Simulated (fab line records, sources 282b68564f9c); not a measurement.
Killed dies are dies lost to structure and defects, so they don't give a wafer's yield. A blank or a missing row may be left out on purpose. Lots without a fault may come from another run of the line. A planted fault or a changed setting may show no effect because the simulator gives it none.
fab line records | flow rit_cmos
record lots=5 wafers=15 last_day=6
route steps=202 shown SDANNEAL@156 PSD@157 NSD@158 PLDD@159 NLDD@160 SILICIDE@161 CONTACT@168 M1@184
lots that met no fault: from a run of the same line without faults
start_h: hours from the record's first day to the start of the lot's first wafer shown | wait_h: hours since the lot's step before | " the same as in the row above | L1.1+2: a row that stands for several wafers | - no value, or no start given | * or withheld: withheld | < > ~ a bound
route shown NAME@n: a module of which the file shows steps, and the number in the route of the first | usual: mean/standard deviation of fault-free wafers | same: alike in all rows | chamber/n: place in a boat | sites: the reading at each site | _std_site: their standard deviation | _edge_site: outer sites' mean less inner sites' | radius_mm: how far each site lies from the wafer's centre | mask NAME#n: copy n | behind: the tool/chamber that last shaped the wafer | hold: why the lot was held/for how many hours/how that ended | device: the transistor (n, p or np) that didn't switch | end of line: the same wafers' tests at the end of the route | a step without rows: its recipe alone | killed: dies lost to structure and defects at the first sort, not the wafer's yield | map: a wafer's dies, x killed, . not, _ none there
set.NAME: the setting as run; set.NAME@STEP: as run at that earlier step | model.NAME: the simulator's own value behind a step, which no gauge read
lots at some steps of the route; a table a step, a row a wafer
services: from which hour (start_h, from the record's first day; less than 0 if before it) a tool's chamber was out of use, for how many hours, and why
## steps
# step RIT_SDANNEAL_RTA_03
# recipe temp_c=1050 time_s=5 idle_temp_c=600 ramp_up_c_per_s=342 ramp_down_c_per_s=171 cool_to_c=600 ambient=N2
# usual wafer_temp_C_max=1053.5/1.1
# columns lot.wafer tool chamber start_h wait_h wafer_temp_C_max
L487.2 rtp_anneal-02 0 52.13 0.0 1053.1
L487.5 " 0 " " 1053.9
L487.6 " 0 " " 1053.8
L491.1 rtp_anneal-02 0 70.99 0.0 1053.1
L491.3 " 0 " " 1054.5
L491.6 " 0 " " 1052.6
L500.1 rtp_anneal-01 0 113.58 0.0 1053.0
L500.3 " 0 " " 1052.5
L500.6 " 0 " " 1053.3
L501.4 rtp_anneal-02 0 120.22 0.0 1052.8
L501.5 " 0 " " 1053.8
L501.6 " 0 " " 1052.1
L503.1 rtp_anneal-02 0 136.68 0.0 1053.2
L503.4 " 0 " " 1054.9
L503.6 " 0 " " 1052.5
# step RIT_SDANNEAL_RS_MEAS_04
# recipe thk_meas_gauge=four-point-probe
# usual PSD_RS=116.03/0.28
# columns lot.wafer tool chamber start_h wait_h PSD_RS[ohm/sq]
L487.2 film_metro-04 - 52.19 0.1 116.08
L487.5 " - " " 115.70
L487.6 " - " " 115.80
L491.1 film_metro-04 - 71.05 0.0 115.75
L491.3 " - " " 115.60
L491.6 " - " " 115.63
L500.1 film_metro-04 - 113.64 0.0 116.36
L500.3 " - " " 116.06
L500.6 " - " " 116.14
L501.4 film_metro-02 - 120.31 0.1 116.16
L501.5 " - " " 116.14
L501.6 " - " " 116.02
L503.1 film_metro-04 - 136.74 0.0 116.27
L503.4 " - " " 115.98
L503.6 " - " " 115.74
# step RIT_SDANNEAL_RS_MEAS_05
# recipe thk_meas_gauge=four-point-probe
# usual NSD_RS=85.9/0.31
# columns lot.wafer tool chamber start_h wait_h NSD_RS[ohm/sq]
L487.2 film_metro-04 - 52.31 0.1 85.7
L487.5 " - " " 85.3
L487.6 " - " " 85.5
L491.1 film_metro-04 - 71.17 0.1 85.8
L491.3 " - " " 85.5
L491.6 " - " " 85.6
L500.1 film_metro-04 - 113.76 0.1 86.1
L500.3 " - " " 85.7
L500.6 " - " " 85.9
L501.4 film_metro-02 - 120.43 0.1 86.0
L501.5 " - " " 85.9
L501.6 " - " " 86.0
L503.1 film_metro-04 - 136.86 0.1 86.0
L503.4 " - " " 86.1
L503.6 " - " " 86.5
# step RIT_SDANNEAL_RS_MEAS_06
# recipe thk_meas_gauge=four-point-probe
# usual PLDD_RS=176.8/0.44
# columns lot.wafer tool chamber start_h wait_h PLDD_RS[ohm/sq]
L487.2 film_metro-04 - 52.43 0.1 176.8
L487.5 " - " " 176.1
L487.6 " - " " 176.5
L491.1 film_metro-04 - 71.29 0.1 176.0
L491.3 " - " " 176.3
L491.6 " - " " 176.3
L500.1 film_metro-04 - 113.88 0.1 176.9
L500.3 " - " " 176.7
L500.6 " - " " 177.1
L501.4 film_metro-02 - 120.55 0.1 176.4
L501.5 " - " " 176.4
L501.6 " - " " 176.4
L503.1 film_metro-04 - 136.98 0.1 177.2
L503.4 " - " " 177.2
L503.6 " - " " 177.2
# step RIT_SDANNEAL_RS_MEAS_07
# recipe thk_meas_gauge=four-point-probe
# usual NLDD_RS=151.5/0.6
# columns lot.wafer tool chamber start_h wait_h NLDD_RS[ohm/sq]
L487.2 film_metro-04 - 52.55 0.1 152.2
L487.5 " - " " 152.1
L487.6 " - " " 152.1
L491.1 film_metro-04 - 71.41 0.1 152.5
L491.3 " - " " 152.0
L491.6 " - " " 151.9
L500.1 film_metro-04 - 114.00 0.1 151.6
L500.3 " - " " 151.4
L500.6 " - " " 151.4
L501.4 film_metro-02 - 120.67 0.1 151.6
L501.5 " - " " 151.4
L501.6 " - " " 152.2
L503.1 film_metro-04 - 137.10 0.1 150.8
L503.4 " - " " 151.5
L503.6 " - " " 150.4
# step RIT_SILICIDE_WET_ETCH_00
# recipe chemistry=BOE target=SiO2 target_depth_nm=14 time_s=15 dry=n2_spin dilution=10:1 temp_c=21.5
# step RIT_SILICIDE_SPUTTER_01
# recipe material=Ti target_thk_nm=30 power_w=350 chamber_pressure_pa=0.6451 gas=Ar time_s=240 substrate_temp_c=25
# usual chamber_pressure_pa=0.6452/0.0013 throttle_valve_pct=29.8/1.5
# columns lot.wafer tool chamber start_h wait_h chamber_pressure_pa throttle_valve_pct
L487.2 pvd_sputter-01 - 52.67 0.0 0.6467 29.8
L487.5 " - " " 0.6450 29.3
L487.6 " - " " 0.6465 30.1
L491.1 pvd_sputter-01 - 71.55 0.0 0.6447 30.1
L491.3 " - " " 0.6455 31.2
L491.6 " - " " 0.6449 29.3
L500.1 pvd_sputter-02 - 114.13 0.0 0.6440 30.6
L500.3 " - " " 0.6451 30.9
L500.6 " - " " 0.6444 31.2
L501.4 pvd_sputter-01 - 120.75 0.0 0.6448 31.2
L501.5 " - " " 0.6459 29.8
L501.6 " - " " 0.6441 28.1
L503.1 pvd_sputter-01 - 137.23 0.0 0.6465 27.8
L503.4 " - " " 0.6474 31.2
L503.6 " - " " 0.6434 30.0
# step RIT_SILICIDE_RS_MEAS_02
# recipe thk_meas_gauge=four-point-probe reads=Ti_of_SILICIDE_SPUTTER_01
# usual SILICIDE_TI_RS=44.5/0.55
# columns lot.wafer tool chamber start_h wait_h SILICIDE_TI_RS[ohm/sq]
L487.2 film_metro-02 - 52.84 0.1 45.3
L487.5 " - " " 45.3
L487.6 " - " " 44.8
L491.1 film_metro-03 - 71.70 0.1 43.7
L491.3 " - " " 44.5
L491.6 " - " " 44.2
L500.1 film_metro-01 - 114.28 0.1 44.0
L500.3 " - " " 44.4
L500.6 " - " " 44.3
L501.4 film_metro-03 - 120.96 0.1 45.2
L501.5 " - " " 44.7
L501.6 " - " " 45.7
L503.1 film_metro-03 - 137.38 0.1 45.2
L503.4 " - " " 44.7
L503.6 " - " " 44.2
# step RIT_SILICIDE_THK_MEAS_03
# recipe thk_meas_gauge=xrf reads=Ti_of_SILICIDE_SPUTTER_01
# usual SILICIDE_TI_THK=30.4/0.33
# columns lot.wafer tool chamber start_h wait_h SILICIDE_TI_THK[nm]
L487.2 film_metro-02 - 52.95 0.1 29.8
L487.5 " - " " 30.0
L487.6 " - " " 30.3
L491.1 film_metro-03 - 71.82 0.1 30.8
L491.3 " - " " 30.5
L491.6 " - " " 30.6
L500.1 film_metro-01 - 114.40 0.1 30.6
L500.3 " - " " 30.2
L500.6 " - " " 30.3
L501.4 film_metro-03 - 121.05 0.1 30.0
L501.5 " - " " 30.4
L501.6 " - " " 29.8
L503.1 film_metro-03 - 137.50 0.1 29.9
L503.4 " - " " 30.3
L503.6 " - " " 30.5
# step RIT_SILICIDE_RTA_04
# recipe temp_c=650 time_s=10 idle_temp_c=25 ramp_up_s=5 ramp_down_s=5 cool_to_c=25 ambient=N2
# usual wafer_temp_C_max=653.2/1.6
# columns lot.wafer tool chamber start_h wait_h wafer_temp_C_max
L487.2 rtp_anneal-01 0 53.01 0.1 651.3
L487.5 " 0 " " 651.7
L487.6 " 0 " " 651.5
L491.1 rtp_anneal-01 0 71.88 0.1 651.8
L491.3 " 0 " " 651.3
L491.6 " 0 " " 651.8
L500.1 rtp_anneal-02 0 114.46 0.1 654.4
L500.3 " 0 " " 657.6
L500.6 " 0 " " 655.1
L501.4 rtp_anneal-01 0 121.11 0.1 651.5
L501.5 " 0 " " 651.3
L501.6 " 0 " " 651.9
L503.1 rtp_anneal-02 0 137.56 0.1 654.4
L503.4 " 0 " " 653.4
L503.6 " 0 " " 655.8
# step RIT_SILICIDE_WET_ETCH_05
# recipe chemistry=SPM target=Ti temp_c=90 time_s=120 dry=n2_spin
# step RIT_SILICIDE_RTA_06
# recipe temp_c=750 time_s=10 idle_temp_c=25 ramp_up_s=5 ramp_down_s=10 cool_to_c=25 ambient=N2
# step RIT_CONTACT_CVD_00
# recipe material=SiO2 target_thk_nm=400 precursor=TEOS temp_c=390 time_s=61 rf_w=400
# usual heater_power_w=314/54
# columns lot.wafer tool chamber start_h wait_h heater_power_w model.SiO2_of_CONTACT_CVD_00.thk_nm
L487.2 pecvd-03 0 53.17 0.0 372 391.8
L487.5 " 0 " " 371 398.4
L487.6 " 1 " " 197 402.2
L491.1 pecvd-01 1 72.05 0.1 330 396.6
L491.3 " 2 " " 366 391.8
L491.6 " 0 " " 287 409
L500.1 pecvd-03 2 114.64 0.1 413 391.1
L500.3 " 1 " " 256 389.7
L500.6 " 2 " " 423 401.6
L501.4 pecvd-04 0 121.28 0.0 341 384.7
L501.5 " 1 " " 270 399.7
L501.6 " 2 " " 315 400
L503.1 pecvd-03 2 137.73 0.1 429 402.5
L503.4 " 0 " " 346 397.8
L503.6 " 1 " " 199 405.9
# step RIT_CONTACT_THK_MEAS_01
# recipe reads=SiO2_of_CONTACT_CVD_00
# usual CONTACT_TEOS_THK=399/5.9
# columns lot.wafer tool chamber start_h wait_h CONTACT_TEOS_THK[nm]
L487.2 film_metro-03 - 53.23 0.0 392
L487.5 " - " " 398
L487.6 " - " " 402
L491.1 film_metro-02 - 72.10 0.0 397
L491.3 " - " " 392
L491.6 " - " " 409
L500.1 film_metro-03 - 114.69 0.0 391
L500.3 " - " " 390
L500.6 " - " " 402
L501.4 film_metro-04 - 121.34 0.0 384
L501.5 " - " " 400
L501.6 " - " " 400
L503.1 film_metro-03 - 137.78 0.0 402
L503.4 " - " " 398
L503.6 " - " " 406
# step RIT_CONTACT_HMDS_02
# recipe prime_time_s=60 prime_temp_c=140
# step RIT_CONTACT_COAT_03
# recipe resist=NOVOLAK spin_rpm=3250 resist_thk_nm=1000
# step RIT_CONTACT_SOFTBAKE_04
# recipe resist=NOVOLAK temp_c=90 time_s=60
# step RIT_CONTACT_EXPOSE_05
# recipe mask_id=M11 na=0.6 source_shape=conventional sigma_outer=0.5 target_cd_nm=1000 dose_mj=250
# step RIT_CONTACT_PEB_06
# recipe resist=NOVOLAK temp_c=withheld time_s=withheld
# step RIT_CONTACT_DEVELOP_07
# recipe resist=NOVOLAK develop_time_s=120 dev_temp_c=23.46
# step RIT_CONTACT_CD_MEAS_08
# recipe target_cd_nm=1000
# usual cd_nm=1001.3/2.2
# columns lot.wafer tool chamber start_h wait_h cd_nm
L487.2 cd_sem-02 - 54.27 - 1005.1
L487.5 " - " " 1003.4
L487.6 " - " " 1003.4
L491.1 cd_sem-02 - 73.13 - 1001.9
L491.3 " - " " 1002.4
L491.6 " - " " 1002.4
L500.1 cd_sem-02 - 115.84 - 998.8
L500.3 " - " " 997.0
L500.6 " - " " 997.2
L501.4 cd_sem-02 - 122.39 - 1001.4
L501.5 " - " " 1002.6
L501.6 " - " " 1002.5
L503.1 cd_sem-02 - 138.85 - 1002.6
L503.4 " - " " 1002.7
L503.6 " - " " 1001.4
# step RIT_CONTACT_OVL_MEAS_09
# usual CONTACT_OVL=-0.8/1.2
# columns lot.wafer tool chamber start_h wait_h CONTACT_OVL[nm]
L487.2 overlay-01 - 54.37 0.1 -0.4
L487.5 " - " " 0.0
L487.6 " - " " -1.5
L491.1 overlay-02 - 73.25 0.1 0.0
L491.3 " - " " 0.3
L491.6 " - " " 1.3
L500.1 overlay-01 - 115.96 0.1 0.4
L500.3 " - " " -1.3
L500.6 " - " " -0.4
L501.4 overlay-01 - 122.47 0.1 1.0
L501.5 " - " " -1.4
L501.6 " - " " -3.0
L503.1 overlay-01 - 138.97 0.1 0.0
L503.4 " - " " -1.8
L503.6 " - " " -0.1
# step RIT_CONTACT_HARDBAKE_10
# recipe resist=NOVOLAK temp_c=140 time_s=60
# step RIT_CONTACT_ETCH_11
# recipe target_depth_a=4800 over_etch_frac=0.2 stop_on=TiSi2 chemistry=CHF3/CF4/Ar target=SiO2 CHF3_flow_sccm=50 cf4_flow_sccm=10 Ar_flow_sccm=100 O2_flow_sccm=5 pressure_mtorr=100 rf_w=200 time_s=320
# usual drypump_motor_current_A=5.8/0.34 oes_product_au=0.987/0.017 throttle_valve_pct=8.85/0.13
# columns lot.wafer tool chamber start_h wait_h drypump_motor_current_A oes_product_au rf_hours_counter_h throttle_valve_pct model.etch.depth_nm model.CONTACT.feature_depth_nm
L487.2 rie_diel-01 1 54.55 0.1 5.7 0.968 5 8.69 391.8 391.8
L487.5 " 1 " " 5.7 0.975 - 8.69 398.4 398.4
L487.6 " 0 " " 6.5 0.970 - 9.05 402.2 402.2
L491.1 rie_diel-04 1 73.43 0.1 6.0 0.978 99 8.90 396.6 396.6
L491.3 " 0 " " 6.3 1.009 19 8.81 391.8 391.8
L491.6 " 0 " " 6.3 1.013 - 8.81 409 409
L500.1 rie_diel-04 2 116.14 0.1 5.9 0.988 122 8.73 391.1 391.1
L500.3 " 1 " " 6.0 0.974 100 8.87 389.7 389.7
L500.6 " 3 " " 5.3 1.014 - 8.99 401.6 401.6
L501.4 rie_diel-01 1 122.64 0.1 5.7 0.966 6 8.70 384.7 384.7
L501.5 " 2 " " 5.6 0.991 - 8.86 399.7 399.7
L501.6 " 1 " " 5.7 0.977 - 8.69 400 400
L503.1 rie_diel-01 1 139.24 0.1 5.7 0.976 7 8.70 402.5 402.5
L503.4 " 3 " " 6.1 0.988 37 8.67 397.8 397.8
L503.6 " 3 " " 6.1 0.989 - 8.67 405.9 405.9
# step RIT_CONTACT_STRIP_12
# recipe chemistry=O2 time_s=180 resist=NOVOLAK platen_temp_c=withheld power_w=500 pressure_mtorr=4000 o2_flow_sccm=4000
# usual drypump_motor_current_A=5.6/0.43
# columns lot.wafer tool chamber start_h wait_h drypump_motor_current_A rf_hours_counter_h
L487.2 plasma_asher-04 1 54.75 0.1 6.1 42
L487.5 " 1 " " 6.0 -
L487.6 " 0 " " 5.0 -
L491.1 plasma_asher-01 0 73.63 0.1 5.1 44
L491.3 " 1 " " 5.9 -
L491.6 " 1 " " 5.9 -
L500.1 plasma_asher-04 0 116.34 0.1 4.9 49
L500.3 " 0 " " 4.9 -
L500.6 " 0 " " 4.9 -
L501.4 plasma_asher-01 1 122.89 0.2 6.0 -
L501.5 " 0 " " 5.1 -
L501.6 " 1 " " 5.9 -
L503.1 plasma_asher-01 0 139.44 0.1 5.1 52
L503.4 " 0 " " 5.1 -
L503.6 " 0 " " 5.1 -
# step RIT_CONTACT_CD_MEAS_90
# recipe target_cd_nm=1000
# usual cd_nm=1001.2/2.3
# columns lot.wafer tool chamber start_h wait_h cd_nm
L487.2 cd_sem-02 - 54.94 0.1 1005.3
L487.5 " - " " 1003.2
L487.6 " - " " 1002.9
L491.1 cd_sem-01 - 73.80 0.1 1002.0
L491.3 " - " " 1003.6
L491.6 " - " " 1003.1
L500.1 cd_sem-01 - 116.51 0.1 998.2
L500.3 " - " " 997.1
L500.6 " - " " 997.4
L501.4 cd_sem-02 - 123.07 0.1 1001.7
L501.5 " - " " 1002.7
L501.6 " - " " 1002.5
L503.1 cd_sem-02 - 139.61 0.1 1002.7
L503.4 " - " " 1002.7
L503.6 " - " " 1001.4
# step RIT_CONTACT_CLEAN_13
# recipe chemistry=SC1 mix=3:3:50 time_s=600 temp_c=75
# step RIT_CONTACT_CLEAN_14
# recipe chemistry=SC2 mix=3:3:50 time_s=600 temp_c=75 dry=n2_spin
# step RIT_M1_SPUTTER_00
# recipe material=Al target_thk_nm=400 power_w=2000 chamber_pressure_pa=0.4 gas=Ar time_s=500 substrate_temp_c=25
# usual chamber_pressure_pa=0.3999/0.00082 throttle_valve_pct=30.0/1.3
# columns lot.wafer tool chamber start_h wait_h chamber_pressure_pa throttle_valve_pct
L487.2 pvd_sputter-03 - 55.39 0.0 0.3992 30.6
L487.5 " - " " 0.4000 30.4
L487.6 " - " " 0.4005 31.1
L491.1 pvd_sputter-03 - 74.27 0.0 0.3991 30.9
L491.3 " - " " 0.3988 30.4
L491.6 " - " " 0.3986 30.4
L500.1 pvd_sputter-04 - 116.98 0.0 0.4011 28.6
L500.3 " - " " 0.4003 29.9
L500.6 " - " " 0.3990 32.1
L501.4 pvd_sputter-03 - 123.48 0.0 0.4005 30.9
L501.5 " - " " 0.3994 30.2
L501.6 " - " " 0.3987 31.0
L503.1 pvd_sputter-03 - 140.08 0.0 0.3992 31.2
L503.4 " - " " 0.4001 29.4
L503.6 " - " " 0.3998 30.8
# step RIT_M1_RS_MEAS_01
# recipe thk_meas_gauge=four-point-probe reads=Al_of_M1_SPUTTER_00
# usual M1_AL_RS=0.0743/0.00086
# columns lot.wafer tool chamber start_h wait_h M1_AL_RS[ohm/sq]
L487.2 film_metro-01 - 55.71 0.2 0.0745
L487.5 " - " " 0.0748
L487.6 " - " " 0.0744
L491.1 film_metro-01 - 74.57 0.1 0.0755
L491.3 " - " " 0.0742
L491.6 " - " " 0.0747
L500.1 film_metro-02 - 117.28 0.1 0.0742
L500.3 " - " " 0.0748
L500.6 " - " " 0.0758
L501.4 film_metro-04 - 123.83 0.2 0.0759
L501.5 " - " " 0.0743
L501.6 " - " " 0.0737
L503.1 film_metro-01 - 140.38 0.1 0.0742
L503.4 " - " " 0.0751
L503.6 " - " " 0.0756
# step RIT_M1_THK_MEAS_02
# recipe thk_meas_gauge=xrf reads=Al_of_M1_SPUTTER_00
# usual M1_AL_THK=383/4.7
# columns lot.wafer tool chamber start_h wait_h M1_AL_THK[nm]
L487.2 film_metro-01 - 55.82 0.1 380
L487.5 " - " " 380
L487.6 " - " " 385
L491.1 film_metro-01 - 74.69 0.1 377
L491.3 " - " " 383
L491.6 " - " " 382
L500.1 film_metro-02 - 117.40 0.1 385
L500.3 " - " " 383
L500.6 " - " " 377
L501.4 film_metro-04 - 123.92 0.1 373
L501.5 " - " " 380
L501.6 " - " " 383
L503.1 film_metro-01 - 140.50 0.1 385
L503.4 " - " " 377
L503.6 " - " " 374
# step RIT_M1_HMDS_03
# recipe prime_time_s=60 prime_temp_c=140
# step RIT_M1_COAT_04
# recipe resist=NOVOLAK spin_rpm=2000 resist_thk_nm=1322
# step RIT_M1_SOFTBAKE_05
# recipe resist=NOVOLAK temp_c=90 time_s=60
# step RIT_M1_EXPOSE_06
# recipe mask_id=M12 na=0.6 source_shape=conventional sigma_outer=0.5 target_cd_nm=2600 dose_mj=250
# step RIT_M1_PEB_07
# recipe resist=NOVOLAK temp_c=withheld time_s=withheld
# step RIT_M1_DEVELOP_08
# recipe resist=NOVOLAK develop_time_s=68 dev_temp_c=23
# step RIT_M1_CD_MEAS_09
# recipe target_cd_nm=2600
# usual cd_nm=2599.2/2.7
# columns lot.wafer tool chamber start_h wait_h cd_nm
L487.2 cd_sem-02 - 56.89 - 2603.3
L487.5 " - " " 2604.3
L487.6 " - " " 2605.0
L491.1 cd_sem-02 - 75.75 - 2601.1
L491.3 " - " " 2600.0
L491.6 " - " " 2600.8
L500.1 cd_sem-02 - 118.46 - 2599.5
L500.3 " - " " 2598.8
L500.6 " - " " 2600.8
L501.4 cd_sem-02 - 125.02 - 2598.1
L501.5 " - " " 2600.1
L501.6 " - " " 2596.8
L503.1 cd_sem-01 - 141.64 - 2595.8
L503.4 " - " " 2594.0
L503.6 " - " " 2595.6
# step RIT_M1_OVL_MEAS_10
# usual M1_OVL=0.7/1.5
# columns lot.wafer tool chamber start_h wait_h M1_OVL[nm]
L487.2 overlay-02 - 57.00 0.1 -0.7
L487.5 " - " " -0.2
L487.6 " - " " -0.7
L491.1 overlay-01 - 75.87 0.1 -1.3
L491.3 " - " " -0.8
L491.6 " - " " -1.9
L500.1 overlay-02 - 118.58 0.1 4.4
L500.3 " - " " 2.2
L500.6 " - " " 3.0
L501.4 overlay-01 - 125.10 0.1 1.4
L501.5 " - " " 2.3
L501.6 " - " " 1.9
L503.1 overlay-01 - 141.76 0.1 0.3
L503.4 " - " " 0.8
L503.6 " - " " 0.5
# step RIT_M1_HARDBAKE_11
# recipe resist=NOVOLAK temp_c=140 time_s=120
# step RIT_M1_METAL_ETCH_12
# recipe stop_on=SiO2 chemistry=Cl2/BCl3 target=Al time_s=165 over_etch_frac=0.5 pressure_mtorr=100 target_depth_a=6000 rf_w=250 Cl2_flow_sccm=60 bcl3_flow_sccm=50
# usual drypump_motor_current_A=5.7/0.62 oes_product_au=0.764/0.016 throttle_valve_pct=8.31/0.068
# columns lot.wafer tool chamber start_h wait_h drypump_motor_current_A oes_product_au rf_hours_counter_h throttle_valve_pct model.SiO2_of_CONTACT_CVD_00.thk_nm
L487.2 rie_metal-03 1 57.28 0.2 6.6 0.768 36 8.16 353.6
L487.5 " 0 " " 5.9 0.760 - 8.32 362.6
L487.6 " 1 " " 6.6 0.766 - 8.17 364.2
L491.1 rie_metal-04 0 76.16 0.2 5.8 0.745 1 8.35 359.6
L491.3 " 1 " " 4.8 0.749 - 8.32 355.2
L491.6 " 0 " " 5.8 0.758 - 8.36 371.8
L500.1 rie_metal-04 0 118.87 0.2 5.8 0.768 1 8.36 353.5
L500.3 " 0 " " 5.8 0.749 - 8.35 352.1
L500.6 " 0 " " 5.8 0.747 - 8.34 364.3
L501.4 rie_metal-01 1 125.42 0.1 5.0 0.759 - 8.41 346.8
L501.5 " 1 " " 5.0 0.760 - 8.37 361.6
L501.6 " 0 " " 6.1 0.796 - 8.29 362.8
L503.1 rie_metal-04 1 142.16 0.2 4.8 0.749 1 8.31 365.9
L503.4 " 1 " " 4.8 0.736 - 8.31 361
L503.6 " 1 " " 4.8 0.734 - 8.32 369.4
# step RIT_M1_STRIP_13
# recipe chemistry=nmp resist=NOVOLAK temp_c=80 time_s=600 dry=n2_spin
# step RIT_M1_PROBE_99
# usual killed_at_contacts=0.1/0.24 killed_at_front_end=6.7/2.9 killed_dies=6.8/2.9 killed_open=3.5/1.8 killed_short=3.3/2.1
# same gross_dies=264 killed_at_M0_to_M3=0 killed_at_M4_up=0 killed_at_back_side=0 killed_at_other=0
# columns lot.wafer tool chamber start_h wait_h killed_at_contacts killed_at_front_end killed_dies killed_open killed_short
L487.2 prober-02 - 59.58 0.1 0 7 7 2 5
L487.5 prober-02 - 59.73 0.2 0 8 8 6 2
L487.6 prober-02 - 59.78 0.2 0 2 2 1 1
L501.4 prober-02 - 129.35 0.2 0 5 5 2 3
L501.5 prober-02 - 129.40 0.2 0 9 9 6 3
L501.6 prober-02 - 129.45 0.2 0 1 1 0 1
L503.1 prober-02 - 145.11 0.1 0 4 4 4 0
L503.4 prober-02 - 145.26 0.2 0 4 4 3 1
L503.6 prober-02 - 145.36 0.2 0 5 5 4 1
# killed by level:class
L487.2 REOX:geometric_particle:short=2 FOX2:geometric_particle:short=1 FOX2:geometric_particle:open=1 GATE:geometric_particle:short=1 REOX:geometric_particle:open=1 SPACER:geometric_particle:short=1
L487.5 GATE:geometric_particle:open=3 FOX2:geometric_particle:open=2 FOX2:geometric_particle:short=1 REOX:geometric_particle:open=1 SPACER:geometric_particle:short=1
L487.6 GATE:geometric_particle:short=1 REOX:geometric_particle:open=1
L501.4 GATE:geometric_particle:short=2 FOX1:geometric_particle:open=1 REOX:geometric_particle:short=1 REOX:geometric_particle:open=1
L501.5 GATE:geometric_particle:short=2 GATE:geometric_particle:open=2 SPACER:geometric_particle:open=2 REOX:geometric_particle:short=1 REOX:geometric_particle:open=1 SILICIDE:geometric_particle:open=1
L501.6 GATE:geometric_particle:short=1
L503.1 FOX1:geometric_particle:open=1 GATE:geometric_particle:open=1 SPACER:geometric_particle:open=1 SILICIDE:geometric_particle:open=1
L503.4 REOX:geometric_particle:open=2 FOX2:geometric_particle:open=1 GATE:geometric_particle:short=1
L503.6 GATE:geometric_particle:open=2 REOX:geometric_particle:open=1 REOX:geometric_particle:short=1 SILICIDE:geometric_particle:open=1
## services
# columns tool chamber start_h hours kind
pecvd-03 - 34.71 2.8 pm
rie_metal-03 - 38.49 0.1 repair
pecvd-01 - 43.23 2.8 pm
pvd_sputter-03 - 52.47 2.4 repair
rie_diel-01 1 59.20 21.4 repair
rie_diel-04 - 62.88 2.8 pm
rie_diel-04 3 70.85 2.9 repair
pvd_sputter-03 - 78.66 2.7 repair
pecvd-03 - 80.27 0.7 repair
rie_diel-01 2 80.58 - clean
rie_diel-01 2 80.58 10.5 scheduled_down
rie_diel-01 2 80.58 10.5 vent_cycle
pecvd-04 2 102.56 9.9 repair
rie_metal-04 0 109.02 8.3 repair
rie_metal-01 - 111.20 0.1 repair
plasma_asher-01 - 115.41 1.7 repair
plasma_asher-04 - 119.81 1.1 repair
rie_metal-03 - 136.12 20.0 pm
rie_metal-03 0 136.12 20.0 vent_cycle
rie_metal-03 1 136.12 20.0 vent_cycle
## key
first_sign none at tools or gauges
model_effect step=RIT_CONTACT_CVD_00 value=SiO2_of_CONTACT_CVD_00.thk_nm without=403.6 struck=384.7
model_effect step=RIT_CONTACT_ETCH_11 value=etch.depth_nm without=403.6 struck=384.7
model_effect step=RIT_M1_METAL_ETCH_12 value=SiO2_of_CONTACT_CVD_00.thk_nm without=365.7 struck=346.8
met_at RIT_CONTACT_CVD_00
struck_wafers L501.4
tester_left_out L501
fault kind=process_parameter_drift tool=pecvd-04 chamber=0 onset_h=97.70 steps=RIT_CONTACT_CVD_00 channel=target_thk_nm offset=-18.763 shape=step end_h=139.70 stated=400
# tester_left_out: of these lots the tester's yield and bins aren't shown, on N5 and GAA mostly nor the transistor test; their killed dies are dies lost to structure and defects alone, not to doping, threshold or leakage, so they don't give the yield
